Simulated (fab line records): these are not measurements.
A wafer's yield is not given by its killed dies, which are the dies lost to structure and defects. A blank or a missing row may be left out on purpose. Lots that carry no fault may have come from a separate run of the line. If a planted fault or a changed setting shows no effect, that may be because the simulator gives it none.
Which tool did it?    flow rit_cmos    14 lots, 42 wafers sampled, at 2 steps of a route of 202

WHAT THE GAUGES READ, wafer by wafer
RIT_GATE_THK_MEAS_09. Usual: GATE_POLY_THK gives 247.9 nm (standard deviation 2.1).
lot   measured     on             GATE_POLY_THK (nm)  flag
L996  day 2 11:59  film_metro-01  249.2 246.0 248.4   
L998  day 2 20:39  film_metro-01  249.5 250.0 248.7   
L999  day 3 03:01  film_metro-04  245.3 245.1 246.6   
L100  day 3 07:47  film_metro-01  249.0 247.1 247.8   
L101  day 3 17:09  film_metro-03  249.6 245.3 246.9   
L102  day 3 23:20  film_metro-04  165.5 163.4 164.5   OFF
L103  day 4 00:57  film_metro-04  166.0 167.0 167.5   OFF
L104  day 4 03:50  film_metro-03  250.5 249.8 251.8   
L109  day 5 10:43  film_metro-04  246.7 247.0 245.4   
L113  day 5 23:58  film_metro-01  244.9 247.9 247.0   
L114  day 6 06:40  film_metro-04  242.8 243.4 245.0   
L117  day 6 21:19  film_metro-01  249.1 250.2 247.6   
L118  day 7 01:49  film_metro-01  246.2 245.8 244.0   
L119  day 7 06:40  film_metro-04  249.6 249.9 250.7   

EACH LOT AND THE TOOL THAT RAN IT (in order: tool; ch and the chambers of the sampled wafers; start)
lot   RIT_GATE_CVD_08
L996  lpcvd-01 ch 1, day 2 10:22
L998  lpcvd-01 ch 0, day 2 19:01
L999  lpcvd-01 ch 0, day 3 01:23
L100  lpcvd-01 ch 0, day 3 06:10
L101  lpcvd-01 ch 0, day 3 15:32
L102  lpcvd-01 ch 0, day 3 21:43
L103  lpcvd-01 ch 1, day 3 23:19
L104  lpcvd-02 ch 1, day 4 02:11
L109  lpcvd-02 ch 0, day 5 08:18
L113  lpcvd-02 ch 0, day 5 22:20
L114  lpcvd-02 ch 1, day 6 05:02
L117  lpcvd-01 ch 0, day 6 19:41
L118  lpcvd-01 ch 1, day 7 00:12
L119  lpcvd-01 ch 0, day 7 05:04
- RIT_GATE_CVD_08: deposits poly-Si from SiH4, target thk 250 nm, time 2220 s.

WHAT THE TOOLS THEMSELVES READ (means of the sampled wafers that have a number; where no wafer has one, the mark that the record gives instead)
RIT_GATE_CVD_08. Usual: pressure_mtorr 300.1 mTorr, standard deviation 0.57.
lot   tool      pressure_mtorr (mTorr)  flag
L996  lpcvd-01  300.3                   
L998  lpcvd-01  299.5                   
L999  lpcvd-01  300.2                   
L100  lpcvd-01  300.2                   
L101  lpcvd-01  300.7                   
L102  lpcvd-01  299.6                   
L103  lpcvd-01  300.0                   
L104  lpcvd-02  299.6                   
L109  lpcvd-02  300.0                   
L113  lpcvd-02  299.8                   
L114  lpcvd-02  299.7                   
L117  lpcvd-01  299.4                   
L118  lpcvd-01  300.0                   
L119  lpcvd-01  300.0                   

THE ANSWER, worked out from the rows above alone
Rule: a lot counts as off when the mean over its wafers that have a number is more than 3 standard deviations away from the usual mean. A lot without any number at a reading at which 4 lots or more have one is off too. All remaining lots with rows at the step are treated as sound. First the gauges in route order, then the tools' own readings, where a lot's mean is used as printed above. The first step at which some lot is off is used, and at that step the reading that is off furthest; a lot without a number counts as furthest.
Off: L102, L103, seen at RIT_GATE_THK_MEAS_09 (GATE_POLY_THK).
A tool fits if, at a process step before that reading, it ran every lot that is off, and no sound lot after the first of them. Those tools and the gauges at RIT_GATE_THK_MEAS_09 are tried in the same way. No candidate that was tried fits.

WHAT THE SIMULATOR PUT IN
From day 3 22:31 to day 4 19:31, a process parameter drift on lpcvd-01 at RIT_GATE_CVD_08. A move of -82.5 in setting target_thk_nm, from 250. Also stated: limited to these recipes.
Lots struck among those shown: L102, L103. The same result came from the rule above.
